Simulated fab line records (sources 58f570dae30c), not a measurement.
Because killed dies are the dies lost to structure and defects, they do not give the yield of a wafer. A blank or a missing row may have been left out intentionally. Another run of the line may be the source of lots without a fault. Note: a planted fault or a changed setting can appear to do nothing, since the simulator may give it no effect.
A lot that was struck, set against a sound lot + flow berkeley cmos170 + 17 out of 331 route steps
Sound: wafers L788.2, L788.3, L788.6. Struck: wafers L796.1, L796.4, L796.6. At the end, the cause is stated.
At each step with rows: each side's tool, then ch and its chambers, then its first start. Under that, the readings that differ: sound wafers + struck wafers + difference of the means + sigmas: that difference in standard deviations of wafers without a fault.
alike: a reading whose means differ by less than 2 such deviations, as well as words and numbers matching on both sides. not compared: withheld readings; readings where some wafer has no value; bounds like >300 that might hide an equal value; numbers whose values overlap and for which the record gives no deviation.
The two part at a step that has a row with sigmas, a row that says differs or no value, or rows on one side only. When numbers do not overlap yet have no deviation, they are printed without sigmas and do not part them. A reading that every wafer of one side lacks parts them only if that side has two wafers or more.

first, 2 steps without rows for these wafers: UCB170_PSD_PEB_04; UCB170_PSD_DEVELOP_05 (develop time 45 s).
UCB170_PSD_CD_MEAS_06: target cd 1200 nm.
  sound on cd sem-01, day 8 07:07; struck on cd sem-02, day 9 21:07
  alike: cd nm
UCB170_PSD_OVL_MEAS_07:
  sound on overlay-01, day 8 07:13; struck on overlay-02, day 9 21:14
  alike: PSD_OVL
next, for these wafers, 1 step has no rows: UCB170_PSD_IMPLANT_08.
UCB170_PSD_STRIP_09: strips in O2.
  sound on plasma asher-04 ch 0,1, day 8 07:23; struck on plasma asher-04 ch 0,1, day 9 21:25
  alike: drypump motor current A, oes product au, strip time to endpoint s
  not compared: rf hours counter h
UCB170_PSD_TW_MEAS_10:
  sound on film metro-01, day 8 07:33; struck on film metro-04, day 9 21:31
| reading | sound          | struck         | difference | sigmas |
|---------|----------------|----------------|------------|--------|
| PSD_TW  | 2329 2327 2343 | 2281 2279 2279 | -53        | -2     |
then, 5 steps without rows for these wafers: UCB170_PSD_CLEAN_11 (cleans in SPM, time 600 s); UCB170_NSD_HMDS_00 (prime time 60 s); UCB170_NSD_COAT_01 (resist thk 900 nm); UCB170_NSD_SOFTBAKE_02 (time 60 s); UCB170_NSD_EXPOSE_03 (exposes mask NSELECT MOD, target cd 1200 nm).
UCB170_NSD_PEB_04:
  sound on litho track-01 ch 0, day 8 09:02; struck on litho track-01 ch 0, day 9 22:51
| reading                  | sound             | struck            | difference | sigmas      |
|--------------------------|-------------------|-------------------|------------|-------------|
| heater power total W (W) | 56.77 56.85 56.81 | 61.52 61.62 61.60 | +4.77      | +99 or more |
then, 1 step without rows for these wafers: UCB170_NSD_DEVELOP_05 (develop time 45 s).
UCB170_NSD_CD_MEAS_06: target cd 1200 nm.
  sound on cd sem-01, day 8 09:18; struck on cd sem-01, day 9 23:07
| reading    | sound                | struck               | difference | sigmas |
|------------|----------------------|----------------------|------------|--------|
| cd nm (nm) | 1200.3 1200.5 1198.9 | 1181.5 1182.2 1182.5 | -17.8      | -16    |
UCB170_NSD_OVL_MEAS_07:
  sound on overlay-02, day 8 09:24; struck on overlay-02, day 9 23:14
  alike: NSD_OVL
next, for these wafers, 1 step has no rows: UCB170_M3_PROBE_99.

WHERE THEY PART
First at UCB170_PSD_TW_MEAS_10; last, within this record, at UCB170_NSD_CD_MEAS_06. Later steps at which nothing parts them and some readings are alike: UCB170_NSD_OVL_MEAS_07.

WHY: whatever the simulator had introduced
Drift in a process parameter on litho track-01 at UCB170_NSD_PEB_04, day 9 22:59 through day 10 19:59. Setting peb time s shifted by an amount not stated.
